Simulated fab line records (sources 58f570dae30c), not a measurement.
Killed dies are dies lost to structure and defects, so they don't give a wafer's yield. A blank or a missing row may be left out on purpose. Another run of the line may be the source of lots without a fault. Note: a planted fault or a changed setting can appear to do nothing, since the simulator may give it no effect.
fab line records    flow berkeleyCmos170
record lots=5  wafers=15  lastDay=11
route steps=331 shown NWELL@27 PWELL@34
lots untouched by any fault: they come from a run of this same line in which no faults occurred
startH: the number of hours between the record's first day and the start of the first shown wafer of the lot    waitH: how many hours have passed since the lot's step before this one    " repeats the value in the row above    L1.1+2: a single row standing in for several wafers    - no value, or no start was given    * or withheld: withheld    < > ~ a bound
route shown NAME@n: names a module that has steps shown in the file, with the first one's number in the route    usual: the fault-free wafers' mean and standard deviation    same: alike in all rows    chamber/n: place in a boat    sites: readings site by site    _std_site: the standard deviation of these    _edge_site: outer sites' mean less inner sites'    radiusMm: how far each site lies from the wafer's centre    mask NAME#n: copy n    behind: the last tool/chamber to shape the wafer    hold: reason for holding the lot/hours on hold/outcome of the hold    device: whichever transistor did not switch (one of n, p or np)    end of line: tests of these same wafers at the route's end    for a step that has no rows: nothing shown but its recipe    killed: count of dies lost to structure and defects at first sort (not the wafer's yield)    map: a wafer's dies, marking killed ones x, the rest . and places with no die _
set.NAME: the setting as run; set.NAME@STEP: as run at that earlier step    model.NAME: the simulator's own value behind a step, which no gauge read
a table for each step, a row for each wafer; lots at some steps of the route
services: from which hour (startH, from the record's first day; less than 0 if before it) a tool's chamber was out of use, for how many hours, and why
## steps
# step UCB170_NWELL_ETCH_13
# recipe chemistry=CH3F/Ar/O2  target=Si3N4  stopOn=SiO2  CH3F_flow_sccm=20  Ar_flow_sccm=50  O2_flow_sccm=7  pressureMtorr=50  rfW=450  targetDepthA=2464  overEtchFrac=0.1  timeS=154
# usual drypumpMotorCurrentA=5.74/0.28  mfcArSccm=50.00/0.13  oesProductAu=0.942/0.014  rfFwdPowerW=448.4/1.5  throttleValvePct=8.03/0.14
lot.wafer  tool        chamber  startH  waitH  drypumpMotorCurrentA  mfcArSccm  oesProductAu  rfFwdPowerW  rfHoursCounterH  throttleValvePct
L337.1     rieDiel-01  3        48.68   0.0    6.06                  50.32      0.934         445.8        170              8.32
L337.2     "           1        "       "      5.55                  49.87      0.947         448.2        6                7.98
L337.4     "           2        "       "      5.86                  49.99      0.939         447.6        150              7.82
L344.2     rieDiel-04  3        90.26   0.0    6.45                  49.84      0.920         446.0        158              7.79
L344.5     "           0        "       "      5.47                  49.93      0.931         448.2        -                7.95
L344.6     "           1        "       "      5.74                  49.97      0.935         447.1        -                8.14
L346.2     rieDiel-04  0        99.66   0.0    5.59                  50.01      0.939         450.1        51               7.95
L346.3     "           1        "       "      5.74                  49.94      0.956         447.5        90               8.14
L346.6     "           3        "       "      6.47                  50.05      0.922         450.1        -                7.79
L347.2     rieDiel-02  0        108.25  0.0    6.07                  49.95      0.965         452.8        42               8.04
L347.3     "           0        "       "      6.06                  49.86      0.963         449.0        -                8.04
L347.6     "           1        "       "      5.70                  49.82      0.925         450.3        -                7.90
L356.1     rieDiel-01  2        147.37  0.0    5.88                  49.94      0.940         450.1        154              7.82
L356.5     "           1        "       "      5.53                  50.03      0.956         451.3        -                7.99
L356.6     "           0        "       "      5.25                  50.01      0.942         448.1        -                8.23
# step UCB170_NWELL_IMPLANT_14
# recipe species=P  doseCm2=1e+13  energyKev=147  tiltDeg=7
# step UCB170_NWELL_STRIP_15
# recipe chemistry=O2  powerW=400  pressureMtorr=3500  platenTempC=withheld  o2FlowSccm=400  overashFraction=0.5
# usual drypumpMotorCurrentA=5.7/0.35  o2FlowSccm=400.1/1.3  oesProductAu=0.721/0.005  stripTimeToEndpointS=17.97/0.071
# same overashFraction=0.5
lot.wafer  tool            chamber  startH  waitH  drypumpMotorCurrentA  o2FlowSccm  oesProductAu  rfHoursCounterH  stripTimeToEndpointS
L337.1     plasmaAsher-02  1        48.93   0.1    5.8                   400.0       0.723         34               18.02
L337.2     "               0        "       "      6.1                   400.7       0.726         34               17.98
L337.4     "               0        "       "      6.1                   398.8       0.721         -                17.94
L344.2     plasmaAsher-02  0        90.51   0.1    6.2                   399.8       0.723         37               17.93
L344.5     "               0        "       "      6.1                   399.8       0.722         -                17.91
L344.6     "               1        "       "      5.8                   399.8       0.721         -                18.11
L346.2     plasmaAsher-04  0        99.92   0.1    5.3                   398.5       0.725         31               17.86
L346.3     "               1        "       "      5.4                   401.4       0.717         -                17.93
L346.6     "               1        "       "      5.4                   401.0       0.719         -                17.99
L347.2     plasmaAsher-02  0        108.56  0.1    6.1                   400.0       0.725         39               17.98
L347.3     "               1        "       "      5.8                   401.0       0.724         -                17.94
L347.6     "               0        "       "      6.2                   399.5       0.722         -                18.02
L356.1     plasmaAsher-02  1        147.62  0.1    5.8                   399.9       0.717         43               17.93
L356.5     "               0        "       "      6.1                   400.3       0.719         -                17.78
L356.6     "               1        "       "      5.8                   399.6       0.725         -                17.97
# step UCB170_NWELL_TW_MEAS_16
# usual NWELL_TW=1251/9.3
lot.wafer  tool          chamber  startH  waitH  NWELL_TW
L337.1     filmMetro-02  -        49.03   0.1    1245
L337.2     "             -        "       "      1247
L337.4     "             -        "       "      1260
L344.2     filmMetro-01  -        90.62   0.1    1253
L344.5     "             -        "       "      1251
L344.6     "             -        "       "      1254
L346.2     filmMetro-02  -        100.03  0.1    1240
L346.3     "             -        "       "      1240
L346.6     "             -        "       "      1243
L347.2     filmMetro-01  -        108.67  0.1    1264
L347.3     "             -        "       "      1257
L347.6     "             -        "       "      1262
L356.1     filmMetro-02  -        147.72  0.1    1259
L356.5     "             -        "       "      1253
L356.6     "             -        "       "      1259
# step UCB170_NWELL_CLEAN_17
# recipe chemistry=SPM  tempC=120  timeS=600
# step UCB170_NWELL_WET_ETCH_18
# recipe chemistry=H3PO4  target=Si3N4  tempC=160  timeS=14400
# step UCB170_NWELL_WET_ETCH_19
# recipe chemistry=BOE  dilution=5:1  target=SiO2  tempC=25  timeS=22
# step UCB170_PWELL_CLEAN_00
# recipe chemistry=SPM  tempC=120  timeS=600
# step UCB170_PWELL_CLEAN_01
# recipe chemistry=dHF  dilution=25:1  timeS=60
# step UCB170_PWELL_OXIDATION_02
# recipe tempC=1000  ambient=O2  targetThkA=264  oxTimeS=1260
# step UCB170_PWELL_THK_MEAS_03
# recipe reads=SiO2_of_PWELL_OXIDATION_02
# usual PWELL_OXIDE_THK=26.2/0.55
lot.wafer  tool          chamber  startH  waitH  PWELL_OXIDE_THK[nm]
L337.1     filmMetro-04  -        57.87   0.0    26.1
L337.2     "             -        "       "      25.9
L337.4     "             -        "       "      26.0
L344.2     filmMetro-01  -        103.23  0.0    26.3
L344.5     "             -        "       "      26.9
L344.6     "             -        "       "      26.7
L346.2     filmMetro-04  -        109.74  0.0    26.3
L346.3     "             -        "       "      26.3
L346.6     "             -        "       "      26.3
L347.2     filmMetro-04  -        116.33  0.0    26.7
L347.3     "             -        "       "      26.6
L347.6     "             -        "       "      26.8
L356.1     filmMetro-04  -        155.56  0.0    26.1
L356.5     "             -        "       "      26.5
L356.6     "             -        "       "      26.6
# step UCB170_PWELL_ANNEAL_04
# recipe tempC=1000  timeS=900  ambient=N2
# step UCB170_PWELL_CVD_05
# recipe material=Si3N4  targetThkNm=220  tempC=800  precursor=SiH2Cl2/NH3  timeS=3300  pressureMtorr=200  sih2cl2FlowSccm=25  nh3FlowSccm=75
# usual spikeTcCentreC=802.3/1.7  spikeTcSourceC=822.7/1.8
lot.wafer  tool      chamber  startH  waitH  spikeTcCentreC  spikeTcSourceC  model.Si3N4_of_PWELL_CVD_05.thkNm
L337.1     lpcvd-02  0        61.63   0.1    804.6           823.4           222.5
L337.2     "         0        "       "      803.2           824.8           222.7
L337.4     "         0        "       "      803.3           823.4           221.9
L344.2     lpcvd-01  1        107.78  0.0    802.7           819.1           216.6
L344.5     "         1        "       "      802.1           820.4           217.9
L344.6     "         1        "       "      800.0           818.7           217.8
L346.2     lpcvd-01  1        115.05  0.0    802.4           819.9           369.6
L346.3     "         1        "       "      802.6           820.3           370.6
L346.6     "         1        "       "      802.7           819.5           369.2
L347.2     lpcvd-02  0        120.58  0.0    802.9           824.9           221.5
L347.3     "         0        "       "      804.5           823.7           221.3
L347.6     "         0        "       "      804.6           825.0           221.5
L356.1     lpcvd-02  0        157.29  0.0    803.9           822.2           219.8
L356.5     "         0        "       "      804.3           824.4           219.3
L356.6     "         0        "       "      806.3           824.5           219.4
# step UCB170_PWELL_THK_MEAS_06
# recipe reads=Si3N4_of_PWELL_CVD_05
# usual PWELL_NITRIDE_THK=219.3/1.8
lot.wafer  tool          chamber  startH  waitH  PWELL_NITRIDE_THK[nm]
L337.1     filmMetro-04  -        63.55   0.0    222.4
L337.2     "             -        "       "      222.8
L337.4     "             -        "       "      222.1
L344.2     filmMetro-03  -        109.71  0.0    216.6
L344.5     "             -        "       "      217.9
L344.6     "             -        "       "      217.8
L346.2     filmMetro-01  -        117.93  0.0    369.5
L346.3     "             -        "       "      370.6
L346.6     "             -        "       "      369.3
L347.2     filmMetro-03  -        122.51  0.0    221.5
L347.3     "             -        "       "      221.2
L347.6     "             -        "       "      221.5
L356.1     filmMetro-01  -        160.17  0.0    219.8
L356.5     "             -        "       "      219.1
L356.6     "             -        "       "      219.4
# step UCB170_PWELL_HMDS_07
# recipe primeTimeS=60  primeTempC=100
# step UCB170_PWELL_COAT_08
# recipe resist=KrF  spinRpm=1500  resistThkNm=890.8
# step UCB170_PWELL_SOFTBAKE_09
# recipe resist=KrF  tempC=130  timeS=60
# step UCB170_PWELL_EXPOSE_10
# recipe maskId=PWELL  targetCdNm=3000  na=0.5  sigmaOuter=0.6  sourceShape=conventional  doseMj=19
# step UCB170_PWELL_PEB_11
# recipe pebTempC=130  pebTimeS=withheld  resist=KrF
# step UCB170_PWELL_DEVELOP_12
# recipe developer=TMAH  developTimeS=45  resist=KrF  devTempC=21
# step UCB170_PWELL_OVL_MEAS_13
# usual PWELL_OVL=1/5.4
lot.wafer  tool        chamber  startH  waitH  PWELL_OVL[nm]
L337.1     overlay-01  -        64.45   -      6
L337.2     "           -        "       "      1
L337.4     "           -        "       "      -3
L344.2     overlay-02  -        110.60  -      -2
L344.5     "           -        "       "      1
L344.6     "           -        "       "      -4
L346.2     overlay-02  -        119.04  -      -8
L346.3     "           -        "       "      -5
L346.6     "           -        "       "      -3
L347.2     overlay-01  -        123.41  -      4
L347.3     "           -        "       "      7
L347.6     "           -        "       "      3
L356.1     overlay-01  -        162.08  -      3
L356.5     "           -        "       "      0
L356.6     "           -        "       "      1
# step UCB170_PWELL_ETCH_14
# recipe chemistry=CH3F/Ar/O2  target=Si3N4  stopOn=SiO2  CH3F_flow_sccm=20  Ar_flow_sccm=50  O2_flow_sccm=7  pressureMtorr=50  rfW=450  targetDepthA=2420  overEtchFrac=0.1  timeS=151
# usual drypumpMotorCurrentA=5.80/0.29  mfcArSccm=50.00/0.15  oesProductAu=0.943/0.013  rfFwdPowerW=447.9/1.4  throttleValvePct=8.00/0.14
lot.wafer  tool        chamber  startH  waitH  drypumpMotorCurrentA  mfcArSccm  oesProductAu  rfFwdPowerW  rfHoursCounterH  throttleValvePct  model.etch.depthNm
L337.1     rieDiel-03  1        64.49   0.0    6.21                  49.82      0.938         448.3        102              7.85              222.5
L337.2     "           3        "       "      6.18                  50.14      0.949         446.9        30               7.98              222.7
L337.4     "           2        "       "      5.98                  50.07      0.953         446.5        96               8.06              221.9
L344.2     rieDiel-01  2        110.63  0.0    5.82                  49.99      0.933         449.1        153              7.80              216.6
L344.5     "           2        "       "      5.83                  50.05      0.931         447.8        -                7.81              217.9
L344.6     "           3        "       "      6.09                  49.84      0.959         447.1        -                8.35              217.8
L346.2     rieDiel-02  0        119.07  0.0    6.03                  50.08      1.030         449.6        43               8.05              245.3
L346.3     "           3        "       "      5.58                  49.88      1.030         446.7        67               8.01              244.3
L346.6     "           3        "       "      5.56                  49.82      1.020         447.0        -                8.01              243.2
L347.2     rieDiel-02  3        123.44  0.0    5.56                  49.99      0.960         446.2        67               7.99              221.5
L347.3     "           3        "       "      5.56                  50.13      0.957         448.3        -                8.01              221.3
L347.6     "           3        "       "      5.56                  50.00      0.947         446.5        -                8.02              221.5
L356.1     rieDiel-03  0        162.12  0.0    5.57                  50.00      0.949         447.0        90               7.95              219.8
L356.5     "           1        "       "      6.18                  50.23      0.927         449.1        -                7.86              219.3
L356.6     "           2        "       "      5.97                  49.92      0.954         446.7        -                8.04              219.4
# step UCB170_PWELL_IMPLANT_15
# recipe species=B  doseCm2=5e+12  energyKev=60  tiltDeg=7
## services
tool            chamber  startH  hours  kind
rieDiel-04      -        30.57   4.0    pm
plasmaAsher-04  -        38.94   1.4    repair
rieDiel-03      0        42.96   3.1    repair
rieDiel-01      3        69.11   -      clean
rieDiel-01      3        69.11   25.5   scheduledDown
rieDiel-01      3        69.11   25.5   ventCycle
rieDiel-04      -        70.01   14.6   pm
plasmaAsher-02  -        80.80   6.5    repair
rieDiel-02      3        83.02   33.4   repair
plasmaAsher-02  -        87.30   2.8    pm
rieDiel-03      -        90.75   3.3    repair
rieDiel-03      -        93.70   0.4    repair
rieDiel-04      2        99.20   8.6    repair
rieDiel-02      2        99.27   30.9   repair
rieDiel-04      3        110.74  -      clean
rieDiel-04      3        110.74  16.7   scheduledDown
rieDiel-04      3        110.74  16.7   ventCycle
plasmaAsher-02  -        110.97  6.7    repair
rieDiel-02      0        121.29  13.2   repair
rieDiel-03      2        141.53  1.6    repair
rieDiel-04      2        142.95  1.4    repair
rieDiel-01      2        160.21  -      clean
rieDiel-01      2        160.21  18.3   scheduledDown
rieDiel-01      2        160.21  18.3   ventCycle
## key
firstSign step=UCB170_PWELL_THK_MEAS_06  reading=PWELL_NITRIDE_THK  direction=up  sigmas=81  usual=219.3  struck=369.8
effect step=UCB170_PWELL_ETCH_14  reading=oesProductAu  direction=up  sigmas=6.5  usual=0.943  struck=1.027
modelEffect step=UCB170_PWELL_CVD_05  value=Si3N4_of_PWELL_CVD_05.thkNm  without=219.1  struck=369.8
modelEffect step=UCB170_PWELL_ETCH_14  value=etch.depthNm  without=219.1  struck=244.3
metAt UCB170_PWELL_CVD_05
struckWafers L346.2,L346.3,L346.6
laterRowsLeftOut L346.2,L346.3,L346.6
sortLeftOut L346.2,L346.3,L346.6
testerLeftOut L346
onsetBetween 107.78 115.05
alsoFits UCB170_NWELL_ETCH_13:rieDiel-04,UCB170_NWELL_STRIP_15:plasmaAsher-04
fault kind=processParameterDrift  tool=lpcvd-01  chamber=1  onsetH=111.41  steps=UCB170_PWELL_CVD_05  channel=targetThkNm  offset=150.71  shape=step  endH=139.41  actsIn=theseRecipesOnly  stated=220
# testerLeftOut: of these lots the tester's yield and bins aren't shown, on N5 and GAA mostly nor the transistor test; their killed dies are dies lost to structure and defects alone, not to doping, threshold or leakage, so they don't give the yield
# sortLeftOut: the simulated sort isn't trusted on such a fault, so these wafers' sort isn't shown, and their yield isn't known
# laterRowsLeftOut: the simulator's readings of these wafers behind a module that went badly wrong aren't trusted and aren't shown, but for the sort
